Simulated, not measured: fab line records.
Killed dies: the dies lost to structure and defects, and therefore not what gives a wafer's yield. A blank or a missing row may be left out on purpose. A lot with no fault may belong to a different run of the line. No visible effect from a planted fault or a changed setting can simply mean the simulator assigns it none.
Split-lot study || flow rit-cmos || 23 wafers read from 5 lots, route of 202 steps

== ON THE SPLIT ==
At RIT_CONTACT_COAT_03 (resist thk 1000 nm), the setting spin-rpm was moved away from the recipe's 3250 rpm on 9 of the 23 wafers read, by -5.0% to +3.6%. The other wafers ran this setting at the recipe's value.

== FROM THE SPLIT TO THE READING: what the file shows between them, 3 steps ==
- RIT_CONTACT_DEVELOP_07: develop time 120 s (also split here: develop-time-s)
- RIT_CONTACT_CD_MEAS_08: target cd 1000 nm
- RIT_CONTACT_HARDBAKE_10: time 60 s

== THE READING ==
NOVOLAK_of_CONTACT_COAT_03.thk-nm (the simulator's own value, which no gauge read), in nm, at RIT_CONTACT_ETCH_11 (etches SiO2 in CHF3/CF4/Ar, stops on TiSi2, target depth 480 nm, time 320 s). There is no usual value for it anywhere in the file. The 14 wafers here that ran the recipe average 769.0 nm, standard deviation 2.9 nm.

{"wafer": "L074.1", "tool, chamber at the split": "litho-track-03, 0", "spin-rpm as run, rpm": 3367, "against the recipe": "+3.6%", "NOVOLAK_of_CONTACT_COAT_03.thk-nm, nm": 753.4, "against lot-mates on the recipe": -17.6}
{"wafer": "L074.2", "tool, chamber at the split": "litho-track-03, 0", "spin-rpm as run, rpm": 3367, "against the recipe": "+3.6%", "NOVOLAK_of_CONTACT_COAT_03.thk-nm, nm": 755.6, "against lot-mates on the recipe": -15.4}
{"wafer": "L074.3", "tool, chamber at the split": "litho-track-03, 0", "spin-rpm as run, rpm": 3250, "against the recipe": "recipe", "NOVOLAK_of_CONTACT_COAT_03.thk-nm, nm": 771.2, "against lot-mates on the recipe": "-"}
{"wafer": "L074.4", "tool, chamber at the split": "litho-track-03, 0", "spin-rpm as run, rpm": 3250, "against the recipe": "recipe", "NOVOLAK_of_CONTACT_COAT_03.thk-nm, nm": 770.2, "against lot-mates on the recipe": "-"}
{"wafer": "L074.5", "tool, chamber at the split": "litho-track-03, 0", "spin-rpm as run, rpm": 3250, "against the recipe": "recipe", "NOVOLAK_of_CONTACT_COAT_03.thk-nm, nm": 771.7, "against lot-mates on the recipe": "-"}
{"wafer": "L082.2", "tool, chamber at the split": "litho-track-02, 0", "spin-rpm as run, rpm": 3250, "against the recipe": "recipe", "NOVOLAK_of_CONTACT_COAT_03.thk-nm, nm": 768.6, "against lot-mates on the recipe": "-"}
{"wafer": "L082.4", "tool, chamber at the split": "litho-track-02, 0", "spin-rpm as run, rpm": 3250, "against the recipe": "recipe", "NOVOLAK_of_CONTACT_COAT_03.thk-nm, nm": 769.2, "against lot-mates on the recipe": "-"}
{"wafer": "L082.5", "tool, chamber at the split": "litho-track-02, 0", "spin-rpm as run, rpm": 3250, "against the recipe": "recipe", "NOVOLAK_of_CONTACT_COAT_03.thk-nm, nm": 767.2, "against lot-mates on the recipe": "-"}
{"wafer": "L083.1", "tool, chamber at the split": "litho-track-03, 0", "spin-rpm as run, rpm": 3172, "against the recipe": "-2.4%", "NOVOLAK_of_CONTACT_COAT_03.thk-nm, nm": 783.9, "against lot-mates on the recipe": "+19.9"}
{"wafer": "L083.3", "tool, chamber at the split": "litho-track-03, 0", "spin-rpm as run, rpm": 3250, "against the recipe": "recipe", "NOVOLAK_of_CONTACT_COAT_03.thk-nm, nm": 762.1, "against lot-mates on the recipe": "-"}
{"wafer": "L083.4", "tool, chamber at the split": "litho-track-03, 0", "spin-rpm as run, rpm": 3172, "against the recipe": "-2.4%", "NOVOLAK_of_CONTACT_COAT_03.thk-nm, nm": 782.8, "against lot-mates on the recipe": "+18.8"}
{"wafer": "L083.5", "tool, chamber at the split": "litho-track-03, 0", "spin-rpm as run, rpm": 3172, "against the recipe": "-2.4%", "NOVOLAK_of_CONTACT_COAT_03.thk-nm, nm": 786.4, "against lot-mates on the recipe": "+22.4"}
{"wafer": "L083.6", "tool, chamber at the split": "litho-track-03, 0", "spin-rpm as run, rpm": 3250, "against the recipe": "recipe", "NOVOLAK_of_CONTACT_COAT_03.thk-nm, nm": 766, "against lot-mates on the recipe": "-"}
{"wafer": "L084.2", "tool, chamber at the split": "litho-track-02, 0", "spin-rpm as run, rpm": 3089, "against the recipe": "-5.0%", "NOVOLAK_of_CONTACT_COAT_03.thk-nm, nm": 793.5, "against lot-mates on the recipe": "+22.9"}
{"wafer": "L084.3", "tool, chamber at the split": "litho-track-02, 0", "spin-rpm as run, rpm": 3089, "against the recipe": "-5.0%", "NOVOLAK_of_CONTACT_COAT_03.thk-nm, nm": 795.9, "against lot-mates on the recipe": "+25.3"}
{"wafer": "L084.4", "tool, chamber at the split": "litho-track-02, 0", "spin-rpm as run, rpm": 3250, "against the recipe": "recipe", "NOVOLAK_of_CONTACT_COAT_03.thk-nm, nm": 769.8, "against lot-mates on the recipe": "-"}
{"wafer": "L084.5", "tool, chamber at the split": "litho-track-02, 0", "spin-rpm as run, rpm": 3250, "against the recipe": "recipe", "NOVOLAK_of_CONTACT_COAT_03.thk-nm, nm": 767.9, "against lot-mates on the recipe": "-"}
{"wafer": "L084.6", "tool, chamber at the split": "litho-track-02, 0", "spin-rpm as run, rpm": 3250, "against the recipe": "recipe", "NOVOLAK_of_CONTACT_COAT_03.thk-nm, nm": 774.2, "against lot-mates on the recipe": "-"}
{"wafer": "L085.1", "tool, chamber at the split": "litho-track-03, 0", "spin-rpm as run, rpm": 3183, "against the recipe": "-2.1%", "NOVOLAK_of_CONTACT_COAT_03.thk-nm, nm": 772.8, "against lot-mates on the recipe": "+3.5"}
{"wafer": "L085.2", "tool, chamber at the split": "litho-track-03, 0", "spin-rpm as run, rpm": 3250, "against the recipe": "recipe", "NOVOLAK_of_CONTACT_COAT_03.thk-nm, nm": 772.2, "against lot-mates on the recipe": "-"}
{"wafer": "L085.3", "tool, chamber at the split": "litho-track-03, 0", "spin-rpm as run, rpm": 3183, "against the recipe": "-2.1%", "NOVOLAK_of_CONTACT_COAT_03.thk-nm, nm": 775.8, "against lot-mates on the recipe": "+6.5"}
{"wafer": "L085.4", "tool, chamber at the split": "litho-track-03, 0", "spin-rpm as run, rpm": 3250, "against the recipe": "recipe", "NOVOLAK_of_CONTACT_COAT_03.thk-nm, nm": 766.2, "against lot-mates on the recipe": "-"}
{"wafer": "L085.6", "tool, chamber at the split": "litho-track-03, 0", "spin-rpm as run, rpm": 3250, "against the recipe": "recipe", "NOVOLAK_of_CONTACT_COAT_03.thk-nm, nm": 769.5, "against lot-mates on the recipe": "-"}

FIT RESULTS
A straight line over all 23 wafers: NOVOLAK_of_CONTACT_COAT_03.thk-nm changes by -4.81 nm for each +1% of spin-rpm; r = -0.95; the points scatter about the line by 3.4 nm.
The same after taking each lot's own level away (the mean of its wafers on the recipe; 23 wafers): -5.12 nm for each +1%; r = -0.94; scatter 3.9 nm.
According to that fit, moving spin-rpm by its largest amount changes the reading by 25 nm.
The span of the lots' own levels, 764.05 to 771.03 nm, comes to 2.4 times the standard deviation stated above.
Hence the lot-to-lot level has little effect on the slope; both slopes agree.
Check: with one of the wafers moved furthest among these (-5.0%) left out of the fit, the line predicts +27 nm for it against its lot-mates. Against them it came out at +22.9 nm.

== OTHER SPLITS APPLIED TO THESE WAFERS ==
Other splits were also applied to these wafers ahead of the reading. Each is held against what the fit with the lots' levels taken away leaves over:
{"other split on the same wafers": "RIT_PSD_IMPLANT_08 tilt-deg", "wafers away from the commonest value": 4, "r with NOVOLAK_of_CONTACT_COAT_03.thk-nm (lot level and that fit taken away)": -0.49}
{"other split on the same wafers": "RIT_CONTACT_DEVELOP_07 develop-time-s", "wafers away from the commonest value": 10, "r with NOVOLAK_of_CONTACT_COAT_03.thk-nm (lot level and that fit taken away)": "+0.32"}

== THE WHOLE CHAIN: every reading that the file lists as answering this split, in the file's order ==
{"step": "RIT_CONTACT_COAT_03", "what it does": "resist thk 1000 nm", "reading": "NOVOLAK_of_CONTACT_COAT_03.thk-nm (the simulator's own value, which no gauge read)", "change (the file's fit)": "-5.19 nm for each +1% of the setting", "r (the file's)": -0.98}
{"step": "RIT_CONTACT_HARDBAKE_10", "what it does": "time 60 s", "reading": "NOVOLAK_of_CONTACT_COAT_03.thk-nm (the simulator's own value, which no gauge read)", "change (the file's fit)": "-4.55 nm for each +1% of the setting", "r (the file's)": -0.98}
{"step": "RIT_CONTACT_ETCH_11", "what it does": "etches SiO2 in CHF3/CF4/Ar, stops on TiSi2, target depth 480 nm, time 320 s", "reading": "NOVOLAK_of_CONTACT_COAT_03.thk-nm (the simulator's own value, which no gauge read)", "change (the file's fit)": "-5.01 nm for each +1% of the setting", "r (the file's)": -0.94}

== THE FILE'S OWN FIT ==
NOVOLAK_of_CONTACT_COAT_03.thk-nm changes by -5.01 nm for each +1% of spin-rpm, r = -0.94.
